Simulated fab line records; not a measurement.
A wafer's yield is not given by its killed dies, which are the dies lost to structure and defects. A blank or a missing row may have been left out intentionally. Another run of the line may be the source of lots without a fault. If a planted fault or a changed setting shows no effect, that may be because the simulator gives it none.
A lot that was struck, set against a sound lot    flow berkeleyCmos170    14 steps out of a route of 331
Sound: these wafers, L106.1, L106.2, L106.3. Wafers struck: L114.2, L114.3, L114.6. Last of all comes the cause.
For every step that has rows: the tool of each side, followed by ch and its chambers, followed by its first start. Under that, the readings that differ: sound wafers    struck wafers    difference of the means    sigmas: that difference in standard deviations of wafers without a fault.
alike: readings with means less than 2 such deviations apart, plus words and numbers identical on both sides. not compared: withheld readings, readings lacking a value on some wafer, bounds such as >300 that could conceal the same value, and numbers that have no deviation in the record and whose values overlap.
The two part at a step that has a row with sigmas, a row that says differs or no value, or rows on one side only. Non-overlapping numbers with no deviation appear without sigmas and do not part them. A reading missing from all wafers of one side parts the sides only when that side holds two or more wafers.

first, 1 step without rows for these wafers: UCB170_PSD_DEVELOP_05 (develop time 45 s).
UCB170_PSD_CD_MEAS_06: the cd target is 1200 nm.
  struck on cdSem-02, day 9 08:52; sound on cdSem-01, day 6 22:01
  alike: cdNm
UCB170_PSD_OVL_MEAS_07:
  struck on overlay-01, day 9 08:58; sound on overlay-02, day 6 22:08
  alike: PSD_OVL
following that, these wafers have no rows for 1 step: UCB170_PSD_IMPLANT_08.
UCB170_PSD_STRIP_09: strips in O2.
  sound on plasmaAsher-02 ch 0,1, day 6 22:20; struck on plasmaAsher-01 ch 0,1, day 9 09:08
  alike: drypumpMotorCurrentA, oesProductAu, stripTimeToEndpointS
  not compared: rfHoursCounterH
UCB170_PSD_TW_MEAS_10:
  struck on filmMetro-02, day 9 09:15; sound on filmMetro-02, day 6 22:26
  alike: PSD_TW
then, 6 steps without rows for these wafers: UCB170_PSD_CLEAN_11 (cleans in SPM, time 600 s); UCB170_NSD_HMDS_00 (prime time 60 s); UCB170_NSD_COAT_01 (resist thk 900 nm); UCB170_NSD_SOFTBAKE_02 (time 60 s); UCB170_NSD_EXPOSE_03 (exposes mask NSELECT MOD, target cd 1200 nm); UCB170_NSD_PEB_04.
UCB170_NSD_DEVELOP_05: develop time 45 s.
  struck on lithoTrack-01, day 9 12:00; sound on lithoTrack-04 ch 0, day 6 23:00
  no value came back on the struck wafers for chillPlateTempC (C), developTimeS (s); on the sound wafers chillPlateTempC (C) reads 22.99 23.05 22.94
reading                              sound              struck             difference  sigmas
model.KrF_of_NSD_COAT_01.thkNm (nm)  886.6 887.6 882.5  901.8 903.1 902.3  +16.8       
UCB170_NSD_CD_MEAS_06: the cd target is 1200 nm.
  struck on cdSem-01, day 9 12:52; sound on cdSem-02, day 7 00:07
reading    sound                 struck  difference                     sigmas
cdNm (nm)  1197.5 1197.7 1197.0  - - -   no value on the struck wafers  

## WHERE THEY PART
First at UCB170_NSD_DEVELOP_05; last, within this record, at UCB170_NSD_CD_MEAS_06.

WHY: whatever the simulator had introduced
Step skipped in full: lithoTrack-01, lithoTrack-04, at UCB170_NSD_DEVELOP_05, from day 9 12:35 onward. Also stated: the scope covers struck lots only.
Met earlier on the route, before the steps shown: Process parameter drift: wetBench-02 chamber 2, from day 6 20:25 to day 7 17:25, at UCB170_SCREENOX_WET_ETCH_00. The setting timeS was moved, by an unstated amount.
